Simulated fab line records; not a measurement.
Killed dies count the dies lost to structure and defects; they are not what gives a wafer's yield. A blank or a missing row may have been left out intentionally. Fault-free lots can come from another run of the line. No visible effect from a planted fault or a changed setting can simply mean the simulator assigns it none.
2 desks looking at one fault ; flow berkeleyCmos170 ; each desk holds nothing but its own numbers, with what lay behind them at the end

== THE METROLOGY DESK ==
Means of the sampled wafers that have a number, per lot and without regard to the tool the lot ran on: this is what the gauges read. The brackets show how far a lot's mean lies from the usual mean; more than 4 standard deviations puts the lot out of limits, marked OUT.
Columns: A = NLDD_OVL at UCB170_NLDD_OVL_MEAS_07, usual 3 nm
lot;first seen here;A
L408;day 7 02:47;13
L409;day 7 18:23;3
L412;day 8 09:21;-2
L414;day 8 17:40;10
L415;day 8 17:57;-2
L418;day 9 00:04;-7
L416;day 9 00:08;-1
L419;day 9 23:13;3
L420;day 9 23:31;7
L421;day 9 23:45;1
L423;day 10 16:16;1
L426;day 11 04:29;5
L425;day 11 04:45;3
L429;day 11 23:55;5
L431;day 12 17:02;7
This desk's verdict: no lot among the 15 shows anything out of limits.

== DESK OF THE TOOL OWNER: implanter-01 ==
The tool's own readings at UCB170_NSD_IMPLANT_08: means of the sampled wafers that have a number, for each lot that ran on this tool. The brackets show how far a lot's mean lies from the usual mean; more than 4 standard deviations puts the lot out of limits, marked OUT.
Columns: A = beamEnergyKeV at UCB170_NSD_IMPLANT_08, usual 39.999
lot;first seen here;A
L415;day 9 07:17;39.998
L418;day 9 07:38;40.001
L421;day 10 11:27;40.010
L423;day 11 05:04;39.984
L425;day 11 18:46;40.475 (+40) OUT
L426;day 11 18:59;40.468 (+39) OUT
L429;day 12 07:06;40.478 (+40) OUT
Finding of this desk: L425, L426, L429 out of limits; the first was L425 at day 11 18:46, on beamEnergyKeV at UCB170_NSD_IMPLANT_08. L415, L418, L421, L423: within limits.

== PUT TOGETHER ==
An alarm could have come from the tool owner's desk at day 11 18:46, on L425, L426, L429.
Nothing out of limits was seen by the metrology desk.
The metrology desk holds a record of L425, L426, L429, inside its limits.
On implanter-01, each named lot ran UCB170_NSD_IMPLANT_08.

== WHAT THE SIMULATOR HAD INSERTED ==
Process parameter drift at UCB170_NSD_IMPLANT_08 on implanter-01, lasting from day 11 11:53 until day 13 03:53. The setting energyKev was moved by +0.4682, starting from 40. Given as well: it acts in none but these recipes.
Struck lots among those shown: L425, L426, L429.
Time in hours from fault onset to the first out-of-limits reading at each desk: the tool owner's desk, 7.
